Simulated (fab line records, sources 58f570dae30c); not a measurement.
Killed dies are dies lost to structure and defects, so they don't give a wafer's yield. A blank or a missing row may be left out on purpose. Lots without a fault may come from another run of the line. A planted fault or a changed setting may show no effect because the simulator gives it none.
One fault seen from 2 desks | flow berkeley_cmos170 | each desk has only its own numbers; what lay behind them comes last

THE TOOL OWNER'S DESK: furnace-02
The tool's own readings at UCB170_WELLDRIVE_ANNEAL_03 (time 900 s): means of the sampled wafers that have a number, for each lot that ran on this tool. A lot is out of limits, marked OUT, if its mean lies more than 4 standard deviations from the usual mean; the brackets give that distance.
Columns: A = zone_power_centre_pct at UCB170_WELLDRIVE_ANNEAL_03, usual 55 %
lot  | first seen here | A
L172 | day 5 15:55     | 51
L174 | day 5 22:51     | 51
L183 | day 7 23:51     | 51
L184 | day 7 23:51     | 52
This desk's finding: nothing out of limits on any of the 4 lots.

THE METROLOGY DESK
What the gauges read, lot by lot, whatever tool the lot ran on: means of the sampled wafers that have a number. A lot is out of limits, marked OUT, if its mean lies more than 4 standard deviations from the usual mean; the brackets give that distance. Of its 9 readings 7 are shown: those that lie furthest out on some lot.
Columns: A = PWELL_OVL at UCB170_PWELL_OVL_MEAS_13, usual 2 nm; B = WELLDRIVE_OXIDE_THK at UCB170_WELLDRIVE_THK_MEAS_02, usual 200 nm; C = ACTIVE_OXIDE_THK at UCB170_ACTIVE_THK_MEAS_03, usual 26.4 nm; D = cd_nm at UCB170_ACTIVE_CD_MEAS_13, usual 1199.8 nm; E = ACTIVE_OVL at UCB170_ACTIVE_OVL_MEAS_14, usual -2 nm; F = cd_nm at UCB170_ACTIVE_CD_MEAS_90, usual 1199.9 nm; G = PFIELD_OVL at UCB170_PFIELD_OVL_MEAS_06, usual 2 nm
lot  | first seen here | A  | B   | C    | D      | E   | F      | G
L172 | day 5 01:47     | -3 | 212 | 26.6 | 1201.0 | -6  | 1201.4 | 4
L174 | day 5 02:43     | -2 | 200 | 27.1 | 1200.6 | -10 | 1200.8 | 6
L175 | day 5 13:32     | 9  | 201 | 26.1 | 1202.6 | -2  | 1202.3 | 13
L183 | day 7 07:33     | 3  | 200 | 26.3 | 1202.3 | -7  | 1202.6 | -3
L184 | day 7 10:22     | -1 | 202 | 26.3 | 1201.0 | -1  | 1201.1 | 3
L187 | day 8 00:11     | 10 | 206 | 26.2 | 1200.8 | -1  | 1200.9 | 11
This desk's finding: nothing out of limits on any of the 6 lots.

PUT TOGETHER
The tool owner's desk saw nothing out of limits.
The metrology desk saw nothing out of limits.

WHAT THE SIMULATOR HAD PUT IN
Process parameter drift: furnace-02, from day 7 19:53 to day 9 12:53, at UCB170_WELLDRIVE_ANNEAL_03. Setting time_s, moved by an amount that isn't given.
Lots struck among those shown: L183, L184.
